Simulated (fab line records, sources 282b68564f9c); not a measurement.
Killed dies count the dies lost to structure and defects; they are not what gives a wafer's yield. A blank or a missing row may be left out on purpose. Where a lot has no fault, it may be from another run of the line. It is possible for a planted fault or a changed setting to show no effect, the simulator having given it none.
Split-lot experiment -- flow ritCmos -- 5 lots, 23 wafers read, on a route of 202 steps

== SPLIT DETAILS ==
At RIT_PWELL_COAT_01 (resist thk 1300 nm), the setting resistThkNm was moved away from the recipe's 1300 nm on 7 of the 23 wafers read, by -2.5% to +2.5%. The other wafers ran this setting at the recipe's value.

Reading taken at the split's own step.

== THE READING ==
NOVOLAK_of_PWELL_COAT_01.thkNm (the simulator's own value, which no gauge read), in nm, at RIT_PWELL_COAT_01 (resist thk 1300 nm). The file gives no usual value for it. Average 1300 nm, standard deviation 2.6 nm, over the 16 wafers here run with the recipe.

wafer,"tool, chamber at the split","resistThkNm as run, nm",against the recipe,"NOVOLAK_of_PWELL_COAT_01.thkNm, nm",against lot-mates on the recipe
L074.2,"lithoTrack-03, 0",1300,recipe,1301,-
L074.4,"lithoTrack-03, 0",1300,recipe,1301,-
L074.5,"lithoTrack-03, 0",1300,recipe,1301,-
L074.3,"lithoTrack-03, 0",1300,recipe,1300,-
L074.6,"lithoTrack-03, 0",1300,recipe,1298,-
L076.1,"lithoTrack-01, 0",1273,-2.1%,1267,-30
L076.2,"lithoTrack-01, 0",1273,-2.1%,1271,-26
L076.3,"lithoTrack-01, 0",1300,recipe,1297,-
L076.5,"lithoTrack-01, 0",1300,recipe,1297,-
L076.4,"lithoTrack-01, 0",1273,-2.1%,1270,-27
L078.1,"lithoTrack-02, 0",1300,recipe,1301,-
L078.2,"lithoTrack-02, 0",1300,recipe,1301,-
L078.3,"lithoTrack-02, 0",1268,-2.5%,1268,-35
L078.4,"lithoTrack-02, 0",1300,recipe,1306,-
L078.5,"lithoTrack-02, 0",1268,-2.5%,1270,-33
L084.1,"lithoTrack-01, 0",1332,+2.5%,1331,+34
L084.2,"lithoTrack-01, 0",1300,recipe,1298,-
L084.3,"lithoTrack-01, 0",1332,+2.5%,1329,+32
L084.4,"lithoTrack-01, 0",1300,recipe,1297,-
L084.5,"lithoTrack-01, 0",1300,recipe,1295,-
L085.1,"lithoTrack-01, 0",1300,recipe,1301,-
L085.2,"lithoTrack-01, 0",1300,recipe,1299,-
L085.3,"lithoTrack-01, 0",1300,recipe,1302,-

THE FIT
A straight line over all 23 wafers: NOVOLAK_of_PWELL_COAT_01.thkNm changes by +13.1 nm for each +1% of resistThkNm; r = +0.99; the points scatter about the line by 2.7 nm.
The same after taking each lot's own level away (the mean of its wafers on the recipe; 23 wafers): +13.5 nm for each +1%; r = +1.00; scatter 1.5 nm.
On that fit, the largest move of resistThkNm shifts the reading by 33 nm.
Measured against the standard deviation above, the lots' own levels, which go from 1296.7 to 1302.7 nm, span 2.3 times it.
So the lot-to-lot level changes the slope little: the two slopes agree.
Check: +32.9 nm against its lot-mates is what the line predicts for one of the wafers moved furthest among these (+2.5%) when that wafer is left out of the fit. Against them it came out at +34.3 nm.

== THESE WAFERS: OTHER SPLITS ==
These wafers also went through other splits before the reading. Each is held against what the fit with the lots' levels taken away leaves over:
other split on the same wafers,wafers away from the commonest value,r with NOVOLAK_of_PWELL_COAT_01.thkNm (lot level and that fit taken away)
RIT_ACTIVE_COAT_06 spinRpm,8,-0.03
RIT_ACTIVE_SOFTBAKE_07 timeS,8,-0.01
RIT_FOX2_OXIDATION_00 tempC,18,+0.06
RIT_NWELL_SOFTBAKE_02 tempC,5,+0.07

== FILE'S OWN FIT ==
NOVOLAK_of_PWELL_COAT_01.thkNm changes by +13.5 nm for each +1% of resistThkNm, r = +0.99.
